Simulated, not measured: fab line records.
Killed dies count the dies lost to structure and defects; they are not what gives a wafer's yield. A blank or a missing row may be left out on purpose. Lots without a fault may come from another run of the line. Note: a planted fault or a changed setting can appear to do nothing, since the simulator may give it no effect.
What tool caused it?	flow berkeley-cmos170	7 lots, 21 wafers sampled, at 2 steps of a route of 331

## WHAT THE GAUGES READ, wafer by wafer
UCB170_SPACER_THK_MEAS_01.
lot	measured	on	SPACER_TEOS_THK (nm)
L132	day 6 20:49	film-metro-01	373 372 378
L133	day 7 09:44	film-metro-01	372 370 377
L138	day 7 17:07	film-metro-01	371 373 375
L141	day 9 04:29	film-metro-01	306 309 314
L143	day 9 04:53	film-metro-02	374 368 380
L147	day 10 13:12	film-metro-03	299 306 311
L150	day 11 04:04	film-metro-03	380 377 375

## EACH LOT AND THE TOOL THAT RAN IT (in order: tool; ch and the chambers of the sampled wafers; start)
lot	UCB170_SPACER_CVD_00
L132	pecvd-03 ch 1,2, day 6 20:46
L133	pecvd-03 ch 0,2, day 7 09:41
L138	pecvd-03 ch 0,1, day 7 17:04
L141	pecvd-03 ch 0,1, day 9 04:26
L143	pecvd-01 ch 0,2, day 9 04:51
L147	pecvd-03 ch 0,1, day 10 13:10
L150	pecvd-01 ch 0,1,2, day 11 04:01
- UCB170_SPACER_CVD_00: deposits SiO2 from TEOS/O2, target thk 376 nm, time 47 s.

## THE ANSWER, worked out from the rows above alone
Rule: the usual values come from the lots themselves. The widest of any qualifying gaps counts: lots, ordered by their means at a reading, are off when they make up no more than a third of the lots, leave a main group of 4 or more, and stand apart from it by 3 or more times the standard deviation of that group's means. Not used: any main group whose means are identical at the precision the tables above print for the reading. Also off: a lot with no number at a reading for which 4 or more lots have one. Where the step has rows for the other lots, those lots are counted as sound.
Off: L141, L147, at UCB170_SPACER_THK_MEAS_01 (SPACER_TEOS_THK). The main group: mean 374 nm, standard deviation 1.6.
If a tool, at a process step before that reading, ran all the lots that are off and no sound lot after the first of them, it fits. The gauges at UCB170_SPACER_THK_MEAS_01 are tried like those tools. One fits: pecvd-03 at UCB170_SPACER_CVD_00. A fault onset in the window from L138 (day 7 17:04, its last sound lot) to L141 (day 9 04:26, its first lot off) fits.

## WHAT THE SIMULATOR HAD PUT IN
Site profile drift: pecvd-03, from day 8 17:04 on, at UCB170_SPACER_CVD_00. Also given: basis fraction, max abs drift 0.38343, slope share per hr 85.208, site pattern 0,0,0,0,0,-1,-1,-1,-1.
Lots struck among those shown: L141, L147. The rule above reached the same finding.
